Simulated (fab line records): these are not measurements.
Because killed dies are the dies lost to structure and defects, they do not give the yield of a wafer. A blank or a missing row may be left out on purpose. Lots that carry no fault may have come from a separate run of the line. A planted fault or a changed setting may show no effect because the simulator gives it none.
Check of tool commonality :: flow rit cmos :: Sampled: 13 lots, 42 wafers

## WHY IT WAS OPENED
RIT_ACTIVE_THK_MEAS_04, reading ACTIVE_NITRIDE_THK: flagged on 1 of 13 lots. No-fault wafers: 150.2 nm, standard deviation 1.4.
Rule: flag the lot when none of its wafers has a number, or when each of its wafers that has one lies beyond 4 standard deviations from that mean. All remaining lots are regarded as sound.

lot: L879
measured: day 1 19:08
on: film metro-02
ACTIVE_NITRIDE_THK (nm), wafer by wafer: 150.9 151.2 151.1
flag: 

lot: L880
measured: day 1 23:52
on: film metro-02
ACTIVE_NITRIDE_THK (nm), wafer by wafer: 152.2 151.4 152.2
flag: 

lot: L881
measured: day 2 05:28
on: film metro-04
ACTIVE_NITRIDE_THK (nm), wafer by wafer: 148.3 149.2 147.5
flag: 

lot: L882
measured: day 2 09:56
on: film metro-04
ACTIVE_NITRIDE_THK (nm), wafer by wafer: 150.1 151.9 150.2
flag: 

lot: L883
measured: day 2 14:41
on: film metro-03
ACTIVE_NITRIDE_THK (nm), wafer by wafer: 151.6 150.0 150.8
flag: 

lot: L884
measured: day 2 19:32
on: film metro-04
ACTIVE_NITRIDE_THK (nm), wafer by wafer: 149.7 149.6 149.2
flag: 

lot: L885
measured: day 3 01:55
on: film metro-04
ACTIVE_NITRIDE_THK (nm), wafer by wafer: 150.2 149.1 150.8
flag: 

lot: L891
measured: day 4 06:33
on: film metro-03
ACTIVE_NITRIDE_THK (nm), wafer by wafer: 150.8 151.7 149.7
flag: 

lot: L892
measured: day 4 12:39
on: film metro-03
ACTIVE_NITRIDE_THK (nm), wafer by wafer: 149.3 148.9 149.6
flag: 

lot: L893
measured: day 4 17:51
on: film metro-03
ACTIVE_NITRIDE_THK (nm), wafer by wafer: 147.3 148.1 146.7
flag: 

lot: L895
measured: day 5 03:26
on: film metro-02
ACTIVE_NITRIDE_THK (nm), wafer by wafer: 195.3 195.9 196.1 195.2 195.8 196.2
flag: FLAGGED

lot: L900
measured: day 6 04:47
on: film metro-03
ACTIVE_NITRIDE_THK (nm), wafer by wafer: 152.3 150.6 150.2
flag: 

lot: L901
measured: day 6 08:32
on: film metro-02
ACTIVE_NITRIDE_THK (nm), wafer by wafer: 150.0 149.6 148.9
flag: 
Average over the flagged lots: 195.8 nm; offset from the usual +45.6 nm, equal to +33 standard deviations.

## WHICH TOOL RAN EACH LOT
The record holds 1 process step before the reading, out of a route of 202 steps. Read each cell as the tool, then ch plus the chambers that the sampled wafers visited, then the start.
lot: L879
flag: 
RIT_ACTIVE_CVD_03: lpcvd-01 ch 0, day 1 17:43

lot: L880
flag: 
RIT_ACTIVE_CVD_03: lpcvd-02 ch 1, day 1 22:27

lot: L881
flag: 
RIT_ACTIVE_CVD_03: lpcvd-01 ch 0, day 2 04:02

lot: L882
flag: 
RIT_ACTIVE_CVD_03: lpcvd-02 ch 0, day 2 08:31

lot: L883
flag: 
RIT_ACTIVE_CVD_03: lpcvd-02 ch 0, day 2 13:15

lot: L884
flag: 
RIT_ACTIVE_CVD_03: lpcvd-02 ch 0, day 2 18:07

lot: L885
flag: 
RIT_ACTIVE_CVD_03: lpcvd-02 ch 1, day 3 00:29

lot: L891
flag: 
RIT_ACTIVE_CVD_03: lpcvd-02 ch 1, day 4 05:07

lot: L892
flag: 
RIT_ACTIVE_CVD_03: lpcvd-02 ch 1, day 4 11:12

lot: L893
flag: 
RIT_ACTIVE_CVD_03: lpcvd-01 ch 1, day 4 15:43

lot: L895
flag: FLAGGED
RIT_ACTIVE_CVD_03: lpcvd-02 ch 0, day 5 02:02

lot: L900
flag: 
RIT_ACTIVE_CVD_03: lpcvd-01 ch 1, day 6 03:22

lot: L901
flag: 
RIT_ACTIVE_CVD_03: lpcvd-01 ch 0, day 6 07:07
What these steps do:
- RIT_ACTIVE_CVD_03: deposits Si3N4 from SiH2Cl2/NH3, target thk 150 nm, time 1500 s.
- RIT_ACTIVE_THK_MEAS_04

## FLAGGED AGAINST TOTAL, ONE TOOL AT A TIME (gauges that did the reading follow at the end)
step: RIT_ACTIVE_CVD_03
tool: lpcvd-01
lots run: 5
flagged: 0
share of the flagged lots: none
sound lots run after its first flagged lot: -

step: RIT_ACTIVE_CVD_03
tool: lpcvd-02
lots run: 8
flagged: 1
share of the flagged lots: all
sound lots run after its first flagged lot: 0

step: RIT_ACTIVE_THK_MEAS_04
tool: film metro-02
lots run: 4
flagged: 1
share of the flagged lots: all
sound lots run after its first flagged lot: 1 (L901)

step: RIT_ACTIVE_THK_MEAS_04
tool: film metro-03
lots run: 5
flagged: 0
share of the flagged lots: none
sound lots run after its first flagged lot: -

step: RIT_ACTIVE_THK_MEAS_04
tool: film metro-04
lots run: 4
flagged: 0
share of the flagged lots: none
sound lots run after its first flagged lot: -

## WHAT THE TABLE ALLOWS
lpcvd-02 at RIT_ACTIVE_CVD_03 and film metro-02 at RIT_ACTIVE_THK_MEAS_04 are the 2 rows of the table that ran each flagged lot.
- lpcvd-02 at RIT_ACTIVE_CVD_03: 1 of its 8 lots flagged. It ran its last sound lot, L892, at day 4 11:12 and its first flagged lot, L895, at day 5 02:02: a fault with its onset between the two fits.
- film metro-02 at RIT_ACTIVE_THK_MEAS_04: 1 of its 4 lots flagged. After the first flagged lot (L901), sound lots still ran on it; a lasting fault on the whole tool would not permit that.
Just one tool remains: lpcvd-02 at RIT_ACTIVE_CVD_03.

## WHAT THE SIMULATOR HAD PUT IN
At RIT_ACTIVE_CVD_03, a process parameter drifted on lpcvd-02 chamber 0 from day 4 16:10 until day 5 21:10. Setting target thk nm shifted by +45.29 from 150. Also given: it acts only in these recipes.
Lots struck among those shown: L895. The same result came from the rule above.
